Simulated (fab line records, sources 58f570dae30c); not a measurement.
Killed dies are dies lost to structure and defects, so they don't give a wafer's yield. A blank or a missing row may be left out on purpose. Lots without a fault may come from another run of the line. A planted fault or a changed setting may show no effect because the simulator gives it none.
One fault seen from 2 desks | flow berkeley_cmos170 | each desk has only its own numbers; what lay behind them comes last

THE METROLOGY DESK
What the gauges read, lot by lot, whatever tool the lot ran on: means of the sampled wafers that have a number. A lot is out of limits, marked OUT, if its mean lies more than 4 standard deviations from the usual mean; the brackets give that distance.
Columns: A = NWELL_NITRIDE_THK at UCB170_NWELL_THK_MEAS_05, usual 223.6 nm; B = cd_nm at UCB170_M1_CD_MEAS_90, usual 700.3 nm
lot  | first seen here | A     | B
L299 | day 2 09:13     | 226.7 | 701.4
L301 | day 2 20:00     | 223.1 | 695.9
L302 | day 3 03:32     | 221.5 | 697.4
L303 | day 3 10:34     | 223.6 | 701.6
L304 | day 3 10:34     | 223.3 | 698.5
L305 | day 3 14:35     | 223.1 | 699.1
L309 | day 4 09:19     | 225.1 | 688.9 (-5.2) OUT
L311 | day 4 19:25     | 224.6 | 687.7 (-5.7) OUT
L312 | day 4 23:08     | 225.4 | 701.1
L316 | day 5 18:41     | 221.8 | 699.3
L317 | day 6 04:34     | 225.4 | 700.0
L319 | day 6 17:19     | 223.0 | 698.9
L320 | day 7 01:52     | 220.4 | 701.3
L321 | day 7 01:52     | 222.7 | 702.7
This desk's finding: out of limits on L309, L311; first on L309, day 9 22:40 (cd_nm at UCB170_M1_CD_MEAS_90). In limits: L299, L301, L302, L303, L304, L305, L312, L316, L317, L319, L320, L321.

THE TOOL OWNER'S DESK: rie_metal-02
The tool's own readings at UCB170_M1_METAL_ETCH_12 (etches Al in Cl2/BCl3, stops on PSG, target depth 780 nm, time 130 s): means of the sampled wafers that have a number, for each lot that ran on this tool. A lot is out of limits, marked OUT, if its mean lies more than 4 standard deviations from the usual mean; the brackets give that distance.
Columns: A = drypump_motor_current_A at UCB170_M1_METAL_ETCH_12, usual 5.7 A; B = he_backside_leak_sccm at UCB170_M1_METAL_ETCH_12, usual 3.3 sccm; C = oes_product_au at UCB170_M1_METAL_ETCH_12, usual 0.851 a.u.; D = rf_fwd_power_W at UCB170_M1_METAL_ETCH_12, usual 597.3 W; E = throttle_valve_pct at UCB170_M1_METAL_ETCH_12, usual 24.27 %
lot  | first seen here | A   | B   | C     | D                       | E
L302 | day 8 22:19     | 5.8 | 3.3 | 0.838 | 598.9                   | 24.37
L304 | day 9 00:03     | 5.7 | 3.3 | 0.832 | 598.5                   | 24.45
L309 | day 9 22:26     | 5.8 | 3.2 | 0.843 | 837.6 (+99 or more) OUT | 24.37
L311 | day 10 14:20    | 5.8 | 3.2 | 0.844 | 836.8 (+99 or more) OUT | 24.37
L321 | day 13 11:19    | 5.9 | 3.2 | 0.851 | 597.7                   | 24.29
L320 | day 13 15:29    | 5.9 | 3.1 | 0.856 | 596.5                   | 24.29
This desk's finding: out of limits on L309, L311; first on L309, day 9 22:26 (rf_fwd_power_W at UCB170_M1_METAL_ETCH_12). In limits: L302, L304, L321, L320.

PUT TOGETHER
The tool owner's desk could have raised an alarm at day 9 22:26, on L309, L311.
The metrology desk could have raised an alarm at day 9 22:40, on L309, L311.
Of the lots named, all ran UCB170_M1_METAL_ETCH_12 on rie_metal-02.

WHAT THE SIMULATOR HAD PUT IN
Process parameter drift: rie_metal-02, from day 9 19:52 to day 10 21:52, at UCB170_M1_METAL_ETCH_12. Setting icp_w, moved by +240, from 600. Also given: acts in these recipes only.
Lots struck among those shown: L309, L311.
Hours from the fault's start to each desk's first reading out of limits: the tool owner's desk, 3; the metrology desk, 3.
